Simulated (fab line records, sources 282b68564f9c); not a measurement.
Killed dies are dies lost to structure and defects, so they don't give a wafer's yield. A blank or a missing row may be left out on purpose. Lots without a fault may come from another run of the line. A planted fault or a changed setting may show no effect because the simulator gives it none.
Which tool did it? | flow rit_cmos | 14 lots, 42 wafers sampled, at 2 steps of a route of 202

WHAT THE GAUGES READ, wafer by wafer
RIT_GATE_THK_MEAS_07. Usual: GATE_OXIDE_THK 3.00 nm, standard deviation 0.072.
lot  | measured    | on            | GATE_OXIDE_THK (nm) | flag
L361 | day 2 15:14 | film_metro-01 | 3.01 2.97 2.95      |
L363 | day 3 01:57 | film_metro-01 | 3.13 3.18 3.18      |
L364 | day 3 02:06 | film_metro-01 | 3.05 3.11 3.00      |
L367 | day 3 21:42 | film_metro-04 | 3.78 3.71 3.65      | OFF
L368 | day 4 01:11 | film_metro-04 | 3.68 3.65 3.68      | OFF
L373 | day 5 02:29 | film_metro-01 | 2.91 2.83 2.89      |
L377 | day 5 22:23 | film_metro-04 | 2.94 2.94 3.03      |
L378 | day 6 01:09 | film_metro-03 | 2.97 2.99 2.98      |
L379 | day 6 07:55 | film_metro-01 | 3.11 3.12 3.09      |
L380 | day 6 13:53 | film_metro-01 | 3.07 3.01 2.99      |
L381 | day 6 17:23 | film_metro-04 | 2.93 2.86 2.96      |
L382 | day 6 21:46 | film_metro-01 | 2.95 2.91 2.97      |
L383 | day 7 03:59 | film_metro-04 | 3.00 3.05 2.97      |
L384 | day 7 09:28 | film_metro-03 | 2.95 3.04 3.05      |

WHICH TOOL RAN EACH LOT (tool, then ch and the chambers of the sampled wafers, then the start)
lot  | RIT_GATE_OXIDATION_05
L361 | furnace-03 ch 0, day 2 13:15
L363 | furnace-01 ch 0, day 2 23:41
L364 | furnace-01 ch 0, day 3 00:45
L367 | furnace-01 ch 0, day 3 19:03
L368 | furnace-01 ch 0, day 3 21:41
L373 | furnace-03 ch 0, day 4 22:41
L377 | furnace-04 ch 0, day 5 21:03
L378 | furnace-03 ch 0, day 5 22:52
L379 | furnace-04 ch 0, day 6 04:54
L380 | furnace-01 ch 0, day 6 11:19
L381 | furnace-01 ch 0, day 6 15:21
L382 | furnace-04 ch 0, day 6 18:41
L383 | furnace-03 ch 0, day 7 01:08
L384 | furnace-01 ch 0, day 7 06:47
- RIT_GATE_OXIDATION_05: target thk 3 nm, ox time 270 s.

WHAT THE TOOLS THEMSELVES READ (means of the sampled wafers that have a number; where no wafer has one, the mark that the record gives instead)
RIT_GATE_OXIDATION_05. Usual: spike_tc_centre_C 902.6 C, standard deviation 0.93; spike_tc_load_C 923.2 C, standard deviation 2.5; spike_tc_source_C 923.1 C, standard deviation 2.9; tube_center_temp_C 900 C, standard deviation 0.083; tube_center_temp_C_max 902.3, standard deviation 0.38; zone_power_load_pct 27.1 %, standard deviation 0.47.
lot  | tool       | spike_tc_centre_C (C) | spike_tc_load_C (C) | spike_tc_source_C (C) | tube_center_temp_C (C) | tube_center_temp_C_max | zone_power_load_pct (%) | flag
L361 | furnace-03 | 903.0                 | 922.5               | 919.4                 | 900                    | 902.2                  | 26.9                    |
L363 | furnace-01 | 901.3                 | 924.9               | 924.0                 | 900                    | 902.7                  | 27.9                    |
L364 | furnace-01 | 902.1                 | 925.9               | 923.0                 | 900                    | 902.6                  | 27.6                    |
L367 | furnace-01 | 916.5                 | 941.3               | 939.2                 | 915                    | 917.3                  | 28.4                    | OFF
L368 | furnace-01 | 917.4                 | 941.3               | 938.1                 | 915                    | 917.2                  | 28.5                    | OFF
L373 | furnace-03 | 902.0                 | 921.7               | 920.3                 | 900                    | 901.8                  | 27.3                    |
L377 | furnace-04 | 902.4                 | 921.5               | 927.0                 | 900                    | 902.2                  | 26.7                    |
L378 | furnace-03 | 902.5                 | 921.5               | 920.6                 | 900                    | 902.2                  | 27.0                    |
L379 | furnace-04 | 903.0                 | 920.3               | 926.7                 | 900                    | 902.2                  | 26.6                    |
L380 | furnace-01 | 901.8                 | 925.9               | 922.8                 | 900                    | 902.5                  | 27.5                    |
L381 | furnace-01 | 902.0                 | 926.9               | 923.6                 | 900                    | 902.0                  | 27.6                    |
L382 | furnace-04 | 903.1                 | 921.0               | 926.6                 | 900                    | 902.2                  | 27.0                    |
L383 | furnace-03 | 901.7                 | 922.0               | 920.1                 | 900                    | 902.0                  | 27.0                    |
L384 | furnace-01 | 901.9                 | 926.0               | 924.5                 | 900                    | 902.4                  | 27.6                    |

THE ANSWER, worked out from the rows above alone
Rule: a lot is off if the mean of its wafers that have a number lies more than 3 standard deviations from the usual mean. A lot without any number at a reading at which 4 lots or more have one is off too. The other lots that the step has rows for count as sound. The gauges are gone through in route order, then the tools' own readings, and for those a lot's mean is taken as printed above. The first step at which some lot is off is used, and at that step the reading that is off furthest; a lot without a number counts as furthest.
Off: L367, L368, at RIT_GATE_THK_MEAS_07 (GATE_OXIDE_THK).
A tool fits if, at a process step before that reading, it ran every lot that is off, and no sound lot after the first of them. The gauges at RIT_GATE_THK_MEAS_07 aren't tried: what is off there is off at RIT_GATE_OXIDATION_05 too, on other tools, and a gauge's error can't cause that. None of those tried fits.

WHAT THE SIMULATOR HAD PUT IN
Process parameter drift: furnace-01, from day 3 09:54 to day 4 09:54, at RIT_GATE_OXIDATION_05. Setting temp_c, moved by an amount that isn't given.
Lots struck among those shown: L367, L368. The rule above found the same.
